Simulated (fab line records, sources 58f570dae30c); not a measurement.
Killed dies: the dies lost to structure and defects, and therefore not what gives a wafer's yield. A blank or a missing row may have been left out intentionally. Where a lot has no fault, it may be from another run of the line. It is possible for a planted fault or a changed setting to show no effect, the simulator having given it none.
Lot-split experiment -- flow berkeley cmos170 -- route with 331 steps; 5 lots, 23 wafers read

## THE SPLIT
At UCB170_NLDD_PEB_04, the setting peb temp c was moved away from the recipe's 130 C on 7 of the 23 wafers read, by +1.5% to +2.8%. For the rest of the wafers, this setting stayed at what the recipe calls for.

## FROM SPLIT TO READING: 1 step shown by the file between the two
- UCB170_NLDD_DEVELOP_05: develop time 45 s

## THE READING
At UCB170_NLDD_CD_MEAS_06: cd nm in nanometres, against a target cd of 1200 nm. On this fab line, fault-free wafers typically give 1200.1 nm with a standard deviation of 2 nm.

wafer,"tool, chamber at the split","peb temp c as run, C",against the recipe,"cd nm, nm",against lot-mates on the recipe
L075.1,"litho track-01, 0",133,+2.3%,1221.3,+17.8
L075.2,"litho track-01, 0",130,recipe,1204.1,-
L075.3,"litho track-01, 0",130,recipe,1204.3,-
L075.5,"litho track-01, 0",133,+2.3%,1220.0,+16.5
L075.6,"litho track-01, 0",130,recipe,1202.2,-
L074.1,"litho track-03, 0",130,recipe,1203.3,-
L074.2,"litho track-03, 0",130,recipe,1204.0,-
L074.4,"litho track-03, 0",130,recipe,1202.4,-
L074.5,"litho track-03, 0",130,recipe,1202.9,-
L074.6,"litho track-03, 0",130,recipe,1203.0,-
L076.1,"litho track-03, 0",131.9,+1.5%,1211.7,+11.5
L076.2,"litho track-03, 0",130,recipe,1200.1,-
L076.3,"litho track-03, 0",131.9,+1.5%,1212.0,+11.8
L076.4,"litho track-03, 0",130,recipe,1199.2,-
L076.5,"litho track-03, 0",130,recipe,1201.3,-
L078.1,"litho track-01, 0",133.7,+2.8%,1221.7,+22.4
L078.2,"litho track-01, 0",130,recipe,1200.3,-
L078.4,"litho track-01, 0",130,recipe,1198.4,-
L078.5,"litho track-01, 0",133.7,+2.8%,1222.7,+23.4
L078.6,"litho track-01, 0",133.7,+2.8%,1221.5,+22.2
L080.4,"litho track-01, 0",130,recipe,1198.0,-
L080.5,"litho track-01, 0",130,recipe,1197.1,-
L080.6,"litho track-01, 0",130,recipe,1197.0,-

THE FIT
A straight line over all 23 wafers: cd nm changes by +7.64 nm for each +1% of peb temp c; r = +0.97; the points scatter about the line by 2.3 nm.
The same after taking each lot's own level away (the mean of its wafers on the recipe; 23 wafers): +7.81 nm for each +1%; r = +1.00; scatter 0.78 nm.
On that fit, the largest move of peb temp c shifts the reading by 22 nm.
From 1197.37 to 1203.53 nm: that is the span of the lots' own levels, equal to 3.1 times the standard deviation above.
The two slopes are in agreement: the lot-to-lot level therefore moves the slope only a little.
Check: with one of the wafers moved furthest among these (+2.8%) left out of the fit, the line predicts +22.2 nm for it against its lot-mates. Against them it came out at +22.4 nm.

## OTHER SPLITS APPLIED TO THESE WAFERS
Other splits were also applied to these wafers ahead of the reading. Each is held against what the fit with the lots' levels taken away leaves over:
other split on the same wafers,wafers away from the commonest value,r with cd nm (lot level and that fit taken away)
UCB170_ACTIVE_CVD_05 time s,18,+0.06
UCB170_NVT_IMPLANT_07 dose cm2,9,-0.16
UCB170_PVT_IMPLANT_07 energy kev,7,+0.24
UCB170_PLDD_PEB_04 peb temp c,11,-0.04

## THE FILE'S OWN FIT
cd nm changes by +7.77 nm for each +1% of peb temp c, r = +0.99.
